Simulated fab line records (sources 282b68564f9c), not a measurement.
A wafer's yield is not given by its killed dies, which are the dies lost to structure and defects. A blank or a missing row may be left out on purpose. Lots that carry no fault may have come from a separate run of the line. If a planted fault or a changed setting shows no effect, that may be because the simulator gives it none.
Which tool is to blame? || flow rit cmos || Sampling: 14 lots, 42 wafers, 2 of 202 route steps

## WHAT THE GAUGES READ, wafer by wafer
The record holds no reading of a measuring or inspecting step that can be judged against a usual standard deviation.

## EACH LOT AND THE TOOL THAT RAN IT (in order: tool; ch and the chambers of the sampled wafers; start)
{"lot": "L972", "RIT_SILICIDE_SPUTTER_01": "pvd sputter-01, day 3 04:40", "RIT_M1_PROBE_99": "-"}
{"lot": "L973", "RIT_SILICIDE_SPUTTER_01": "pvd sputter-02, day 3 08:36", "RIT_M1_PROBE_99": "-"}
{"lot": "L974", "RIT_SILICIDE_SPUTTER_01": "pvd sputter-01, day 3 12:00", "RIT_M1_PROBE_99": "-"}
{"lot": "L975", "RIT_SILICIDE_SPUTTER_01": "pvd sputter-02, day 3 16:54", "RIT_M1_PROBE_99": "-"}
{"lot": "L976", "RIT_SILICIDE_SPUTTER_01": "pvd sputter-01, day 3 23:33", "RIT_M1_PROBE_99": "prober-02, day 4 06:28"}
{"lot": "L977", "RIT_SILICIDE_SPUTTER_01": "pvd sputter-02, day 4 04:48", "RIT_M1_PROBE_99": "-"}
{"lot": "L980", "RIT_SILICIDE_SPUTTER_01": "pvd sputter-01, day 4 17:44", "RIT_M1_PROBE_99": "prober-02, day 5 00:44"}
{"lot": "L985", "RIT_SILICIDE_SPUTTER_01": "pvd sputter-02, day 5 18:08", "RIT_M1_PROBE_99": "prober-01, day 6 01:54"}
{"lot": "L986", "RIT_SILICIDE_SPUTTER_01": "pvd sputter-01, day 6 00:45", "RIT_M1_PROBE_99": "prober-02, day 6 09:12"}
{"lot": "L988", "RIT_SILICIDE_SPUTTER_01": "pvd sputter-01, day 6 17:14", "RIT_M1_PROBE_99": "prober-02, day 7 01:10"}
{"lot": "L991", "RIT_SILICIDE_SPUTTER_01": "pvd sputter-02, day 7 06:17", "RIT_M1_PROBE_99": "prober-02, day 7 13:25"}
{"lot": "L993", "RIT_SILICIDE_SPUTTER_01": "pvd sputter-02, day 7 15:31", "RIT_M1_PROBE_99": "prober-02, day 7 22:35"}
{"lot": "L994", "RIT_SILICIDE_SPUTTER_01": "pvd sputter-04, day 7 17:42", "RIT_M1_PROBE_99": "prober-02, day 8 00:46"}
{"lot": "L995", "RIT_SILICIDE_SPUTTER_01": "pvd sputter-02, day 7 22:04", "RIT_M1_PROBE_99": "prober-01, day 8 05:31"}
- RIT_SILICIDE_SPUTTER_01: material Ti, target thk 30 nm, time 240 s.
- RIT_M1_PROBE_99

## AS READ BY THE TOOLS THEMSELVES (means over the sampled wafers that have a number; for cases with no such wafer, the mark the record gives instead)
RIT_SILICIDE_SPUTTER_01.
{"lot": "L972", "tool": "pvd sputter-01", "throttle valve pct (%)": 29.7}
{"lot": "L973", "tool": "pvd sputter-02", "throttle valve pct (%)": 29.9}
{"lot": "L974", "tool": "pvd sputter-01", "throttle valve pct (%)": 30.0}
{"lot": "L975", "tool": "pvd sputter-02", "throttle valve pct (%)": 30.9}
{"lot": "L976", "tool": "pvd sputter-01", "throttle valve pct (%)": 29.1}
{"lot": "L977", "tool": "pvd sputter-02", "throttle valve pct (%)": 28.4}
{"lot": "L980", "tool": "pvd sputter-01", "throttle valve pct (%)": 29.1}
{"lot": "L985", "tool": "pvd sputter-02", "throttle valve pct (%)": 30.0}
{"lot": "L986", "tool": "pvd sputter-01", "throttle valve pct (%)": 29.1}
{"lot": "L988", "tool": "pvd sputter-01", "throttle valve pct (%)": 29.7}
{"lot": "L991", "tool": "pvd sputter-02", "throttle valve pct (%)": 31.1}
{"lot": "L993", "tool": "pvd sputter-02", "throttle valve pct (%)": 30.0}
{"lot": "L994", "tool": "pvd sputter-04", "throttle valve pct (%)": 30.7}
{"lot": "L995", "tool": "pvd sputter-02", "throttle valve pct (%)": 31.0}

RIT_M1_PROBE_99.
{"lot": "L976", "tool": "prober-02", "killed_at_M0_to_M3": 0.0, "killed at contacts": 0.0, "killed at front end": 7.0, "killed dies": 7.0, "killed on rim": 1.7, "killed open": 3.0, "killed short": 4.0}
{"lot": "L980", "tool": "prober-02", "killed_at_M0_to_M3": 0.0, "killed at contacts": 0.3, "killed at front end": 7.3, "killed dies": 7.7, "killed on rim": 2.7, "killed open": 3.7, "killed short": 4.0}
{"lot": "L985", "tool": "prober-01", "killed_at_M0_to_M3": 0.0, "killed at contacts": 0.0, "killed at front end": 6.7, "killed dies": 6.7, "killed on rim": 1.7, "killed open": 5.3, "killed short": 1.3}
{"lot": "L986", "tool": "prober-02", "killed_at_M0_to_M3": 0.0, "killed at contacts": 0.0, "killed at front end": 42.0, "killed dies": 42.0, "killed on rim": 6.7, "killed open": 2.3, "killed short": 2.7}
{"lot": "L988", "tool": "prober-02", "killed_at_M0_to_M3": 0.0, "killed at contacts": 0.0, "killed at front end": 44.3, "killed dies": 44.3, "killed on rim": 8.0, "killed open": 2.3, "killed short": 2.7}
{"lot": "L991", "tool": "prober-02", "killed_at_M0_to_M3": 0.0, "killed at contacts": 0.3, "killed at front end": 6.7, "killed dies": 7.0, "killed on rim": 2.0, "killed open": 4.3, "killed short": 2.7}
{"lot": "L993", "tool": "prober-02", "killed_at_M0_to_M3": 0.0, "killed at contacts": 0.0, "killed at front end": 9.7, "killed dies": 9.7, "killed on rim": 3.0, "killed open": 4.7, "killed short": 5.0}
{"lot": "L994", "tool": "prober-02", "killed_at_M0_to_M3": 0.3, "killed at contacts": 0.3, "killed at front end": 7.0, "killed dies": 7.7, "killed on rim": 1.7, "killed open": 3.7, "killed short": 4.0}
{"lot": "L995", "tool": "prober-01", "killed_at_M0_to_M3": 0.0, "killed at contacts": 0.0, "killed at front end": 5.3, "killed dies": 5.3, "killed on rim": 1.7, "killed open": 2.7, "killed short": 2.7}

## THE ANSWER, worked out from the rows above alone
Rule: the lots themselves supply what counts as usual. The widest of any qualifying gaps counts: lots, ordered by their means at a reading, are off when they make up no more than a third of the lots, leave a main group of 4 or more, and stand apart from it by 3 or more times the standard deviation of that group's means. Not used: any main group whose means are identical at the precision the tables above print for the reading. A lot without any number at a reading at which 4 lots or more have one is off too. Where the step has rows for the other lots, those lots are counted as sound. Order of review: gauges by route order, followed by the tools' own readings, for which a lot's mean as printed above is used. At the first step where some lot is off, the reading lying furthest off is the one used; lots without a number count as furthest.
Off, at RIT_M1_PROBE_99 on killed at front end: L986, L988. Mean 7.1 and standard deviation 1.2 in the main group. Neither off nor sound, because the step has no rows for them: L972, L973, L974, L975, L977.
A tool fits if, at that step or a process step before it, it ran every lot that is off, and no sound lot after the first of them. One fits: pvd sputter-01 at RIT_SILICIDE_SPUTTER_01. A fault onset in the window from L980 (day 4 17:44, its last sound lot) to L986 (day 6 00:45, its first lot off) fits.

## WHAT WAS PUT IN BY THE SIMULATOR
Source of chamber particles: pvd sputter-01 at RIT_SILICIDE_SPUTTER_01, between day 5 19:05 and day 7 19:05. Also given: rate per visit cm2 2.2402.
Struck lots among those shown: L986, L988. Same finding as the rule above.
